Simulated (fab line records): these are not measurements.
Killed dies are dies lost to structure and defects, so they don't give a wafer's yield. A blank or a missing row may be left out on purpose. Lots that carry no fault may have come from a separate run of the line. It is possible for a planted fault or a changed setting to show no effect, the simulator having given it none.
Chamber matching ; flow berkeleyCmos170 ; 4 sister chambers for UCB170_V1_ETCH_14 on rieDiel-03
The step etches SiO2 in CHF3/CF4/Ar, stops on Al, target depth 1250 nm, time 291 s. 8 wafers are shown with their chamber, then 7 later ones without.

EACH WAFER AND ITS CHAMBER
wafer;chamber;throttleValvePct (%);oesProductAu (a.u.)
L789.4;2;6.83;0.878
L787.1;0;6.81;0.873
L787.5;3;7.17;0.885
L793.1;2;6.83;0.871
L793.2;0;6.81;0.865
L793.3;1;6.95;0.900
L796.1;1;6.96;0.895
L796.4;3;7.15;0.879

WAFERS WHOSE CHAMBER IS MISSING
wafer;throttleValvePct (%);oesProductAu (a.u.)
L796.6;6.93;0.915
L799.2;7.16;0.881
L799.3;6.96;0.903
L799.4;6.82;0.874
L800.4;7.17;0.881
L800.5;6.82;0.873
L800.6;7.16;0.879

CHAMBER TAKEN BY EACH
wafer;from the rows above;in truth
L796.6;1;1
L799.2;3;3
L799.3;1;1
L799.4;can't be placed: 2 or 0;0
L800.4;3;3
L800.5;can't be placed: 2 or 0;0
L800.6;3;3
Correctly placed: 5 of 7. Not placeable from these rows: 2 (in 2, the candidates include the true chamber). Placed wrongly: 0.
How it was worked out, from the rows above alone: a wafer's distance from a chamber is the root of the sum, over the readings, of the square of ((its reading less the chamber's mean) divided by the reading's scatter). The wafer belongs to the nearest chamber; if the next one is less than 2 further off, it can't be placed. A chamber's mean is the mean of its shown wafers. The scatter: the root of (the sum of the squares of (reading less its chamber's mean) over the shown wafers, divided by (wafers less chambers)).
